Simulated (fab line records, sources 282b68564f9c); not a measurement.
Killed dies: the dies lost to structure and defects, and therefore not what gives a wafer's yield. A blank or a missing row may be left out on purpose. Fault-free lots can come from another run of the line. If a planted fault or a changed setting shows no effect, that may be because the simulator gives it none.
fab line records    flow rit_cmos
record: lots: 14  wafers: 42  last_day: 7
route steps=202 shown GATE@95 M1@202
lots untouched by any fault: they come from a run of this same line in which no faults occurred
start_h: hours from the record's first day to the start of the lot's first wafer shown    wait_h: hours elapsed since this lot's preceding step    " the same as in the row above    L1.1+2: one row covering several wafers at once    - no value, or no start given    * or withheld: withheld    < > ~ a bound
route shown NAME@n: names a module that has steps shown in the file, with the first one's number in the route    usual: the fault-free wafers' mean and standard deviation    same: alike in all rows    chamber/n: place in a boat    sites: the reading at each site    _std_site: the values' standard deviation    _edge_site: outer sites' mean less inner sites'    radius_mm: how far each site lies from the wafer's centre    mask NAME#n: copy n    behind: the tool/chamber that last shaped the wafer    hold: why the lot was held/for how many hours/how that ended    device: whichever transistor did not switch (one of n, p or np)    end of line: at the end of the route, the tests of the same wafers    for a step that has no rows: nothing shown but its recipe    killed: dies that structure and defects cost at the first sort, which is not the same as the wafer's yield    map: shows each die of a wafer: x if killed, . if not, _ if none is there
set.NAME: the run value of the setting; set.NAME@STEP: its run value at that earlier step    model.NAME: the simulator's own value behind a step, which no gauge read
the route's steps for a sample of lots (tables are steps, rows are wafers)
services: the hour from which a tool's chamber was out of use, counted from the record's first day as start_h (under 0 if before that day), plus the number of hours and why
== steps ==
step: RIT_GATE_ETCH_19
recipe: chemistry: SF6/CHF3/O2  time_s: 165  SF6_flow_sccm: 30  CHF3_flow_sccm: 30  O2_flow_sccm: 5  target: poly-Si  pressure_mtorr: 40  rf_w: 160  target_depth_a: 3125  over_etch_frac: 0.2648  stop_on: SiO2
usual: chamber_pressure_mTorr: 40.00/0.039  drypump_motor_current_A: 5.5/0.41  oes_product_au: 0.848/0.016  rf_fwd_power_W: 159.4/0.48  throttle_valve_pct: 10.20/0.15
lot.wafer  tool       chamber  start_h  wait_h  chamber_pressure_mTorr  drypump_motor_current_A  oes_product_au  rf_fwd_power_W  rf_hours_counter_h  throttle_valve_pct
L876.1     rie_si-02  3        39.20    0.1     40.02                   5.9                      0.830           159.7           35                  10.43
L876.4     "          0        "        "       40.06                   5.0                      0.850           158.7           132                 10.10
L876.6     "          1        "        "       39.98                   5.4                      0.870           159.0           -                   10.15
L877.2     rie_si-01  1        45.86    0.1     40.04                   6.0                      0.862           159.1           0                   10.18
L877.3     "          2        "        "       39.97                   5.4                      0.845           158.7           146                 10.18
L877.6     "          2        "        "       39.93                   5.4                      0.846           159.6           -                   10.20
L878.2     rie_si-02  1        48.18    0.1     39.99                   5.4                      0.859           159.7           3                   10.15
L878.3     "          2        "        "       40.00                   6.0                      0.836           158.4           19                  10.33
L878.4     "          1        "        "       40.00                   5.4                      0.831           158.8           -                   10.15
L879.3     rie_si-01  1        55.26    0.1     39.96                   6.0                      0.852           159.0           0                   10.19
L879.4     "          1        "        "       40.00                   6.0                      0.836           159.4           -                   10.18
L879.6     "          3        "        "       39.95                   4.9                      0.869           159.4           -                   9.96
L880.1     rie_si-02  3        60.31    0.1     39.99                   5.9                      0.824           159.1           35                  10.44
L880.4     "          0        "        "       40.02                   5.0                      0.831           160.7           132                 10.12
L880.5     "          1        "        "       40.01                   5.4                      0.837           159.6           -                   10.15
L881.3     rie_si-01  0        66.64    0.1     40.00                   5.3                      0.868           158.6           53                  10.40
L881.5     "          3        "        "       40.05                   4.9                      0.868           158.5           -                   9.96
L881.6     "          0        "        "       39.94                   5.3                      0.875           158.5           -                   10.39
L882.1     rie_si-01  3        71.60    0.1     39.95                   4.9                      0.861           159.4           80                  9.97
L882.3     "          1        "        "       39.96                   6.0                      0.840           158.5           0                   10.19
L882.4     "          0        "        "       40.00                   5.3                      0.874           159.2           53                  10.40
L883.1     rie_si-01  2        73.24    0.1     39.99                   5.4                      0.845           160.2           147                 10.19
L883.2     "          3        "        "       39.97                   4.9                      0.863           158.5           80                  9.97
L883.3     "          1        "        "       40.02                   6.0                      0.832           158.4           0                   10.18
L884.2     rie_si-01  0        84.21    0.1     40.06                   5.3                      0.875           159.2           53                  10.41
L884.4     "          2        "        "       39.95                   5.4                      0.842           159.6           147                 10.21
L884.6     "          3        "        "       39.98                   4.9                      0.871           159.6           -                   9.95
L887.1     rie_si-02  1        98.11    0.1     40.05                   5.3                      0.847           159.9           3                   10.15
L887.2     "          3        "        "       39.99                   5.9                      0.822           158.5           35                  10.43
L887.5     "          3        "        "       40.01                   6.0                      0.835           159.4           -                   10.42
L893.1     rie_si-02  1        127.14   0.1     39.99                   5.4                      0.853           159.0           3                   10.16
L893.2     "          3        "        "       40.04                   6.0                      0.835           159.3           35                  10.42
L893.4     "          0        "        "       39.98                   5.0                      0.836           160.0           132                 10.13
L895.2     rie_si-02  3        137.70   0.1     39.93                   6.0                      0.824           159.6           35                  10.43
L895.3     "          1        "        "       40.00                   5.3                      0.846           159.0           3                   10.15
L895.6     "          0        "        "       39.98                   5.1                      0.831           159.3           -                   10.10
L898.1     rie_si-01  1        150.89   0.1     40.05                   6.0                      0.848           159.6           1                   10.19
L898.2     "          0        "        "       40.04                   5.3                      0.862           158.9           53                  10.40
L898.6     "          3        "        "       40.02                   4.9                      0.868           159.6           -                   9.96
L899.4     rie_si-02  3        154.30   0.1     39.93                   5.9                      0.840           160.0           35                  10.43
L899.5     "          1        "        "       40.08                   5.4                      0.856           160.2           -                   10.17
L899.6     "          2        "        "       40.05                   6.0                      0.842           158.8           -                   10.30
step: RIT_M1_PROBE_99
usual: killed_at_M0_to_M3: 0.0/0.25  killed_at_contacts: 0.0/0.18  killed_at_front_end: 7/3.4  killed_dies: 7/3.4  killed_open: 3.7/2.2  killed_short: 3.6/2.2
same: gross_dies: 264  killed_at_M4_up: 0  killed_at_back_side: 0  killed_at_other: 0
lot.wafer  tool       chamber  start_h  wait_h  killed_at_M0_to_M3  killed_at_contacts  killed_at_front_end  killed_dies  killed_open  killed_short
L883.1     prober-01  -        95.77    0.1     0                   0                   15                   15           11           4
L883.2     prober-01  -        95.82    0.1     0                   0                   33                   33           3            1
L883.3     prober-01  -        95.87    0.2     0                   0                   8                    8            4            4
L884.2     prober-02  -        105.16   0.1     0                   0                   7                    7            2            4
L884.4     prober-02  -        105.26   0.2     0                   0                   11                   11           3            8
L884.6     prober-02  -        105.36   0.2     0                   1                   34                   35           1            3
killed by level:class
L883.1 GATE:geometric_particle:open=4 GATE:geometric_particle:short=3 SPACER:geometric_particle:open=3 REOX:geometric_particle:open=2 FOX2:geometric_particle:open=1 REOX:geometric_particle:short=1 SILICIDE:geometric_particle:open=1
L883.2 GATE:unspecified=29 FOX1:geometric_particle:open=1 GATE:geometric_particle:open=1 GATE:geometric_particle:short=1 REOX:geometric_particle:open=1
L883.3 FOX1:geometric_particle:short=1 FOX2:geometric_particle:short=1 FOX2:geometric_particle:open=1 GATE:geometric_particle:open=1 GATE:geometric_particle:short=1 SPACER:geometric_particle:open=1 SILICIDE:geometric_particle:open=1 SILICIDE:geometric_particle:short=1
L884.2 GATE:geometric_particle:open=2 SPACER:geometric_particle:short=2 GATE:geometric_particle:short=1 SILICIDE:geometric_particle:short=1 NSD:coat_microbubble_printed=1
L884.4 GATE:geometric_particle:short=6 FOX1:geometric_particle:short=2 GATE:geometric_particle:open=2 FOX1:geometric_particle:open=1
L884.6 GATE:unspecified=31 GATE:geometric_particle:open=1 GATE:geometric_particle:short=1 SPACER:geometric_particle:short=1 CONTACT:geometric_particle:short=1
== services ==
tool       chamber  start_h  hours  kind
rie_si-01  1        21.85    2.0    repair
rie_si-01  0        43.27    16.0   repair
rie_si-02  3        45.28    4.2    repair
rie_si-02  -        71.34    2.1    repair
rie_si-02  -        82.28    2.0    repair
rie_si-02  3        115.77   10.7   repair
rie_si-01  2        127.05   -      clean
rie_si-01  2        127.05   17.7   scheduled_down
rie_si-01  2        127.05   17.7   vent_cycle
== key ==
first_sign: step: RIT_M1_PROBE_99  reading: killed_dies  direction: up  sigmas: 7.8  usual: 7  struck: 34
effect: step: RIT_M1_PROBE_99  reading: killed_at_front_end  direction: up  sigmas: 7.7  usual: 7  struck: 34
met_at RIT_GATE_ETCH_19
struck_lots L883,L884
struck_wafers L883.2,L884.6
tester_left_out L883,L884
onset_between 71.60 73.24
fault: kind: chamber_particle_source  tool: rie_si-01  chamber: 3  onset_h: 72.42  steps: RIT_GATE_ETCH_19  rate_per_visit_cm2: 0.72211  end_h: 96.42
tester_left_out: of these lots the tester's yield and bins aren't shown, on N5 and GAA mostly nor the transistor test; their killed dies are dies lost to structure and defects alone, not to doping, threshold or leakage, so they don't give the yield
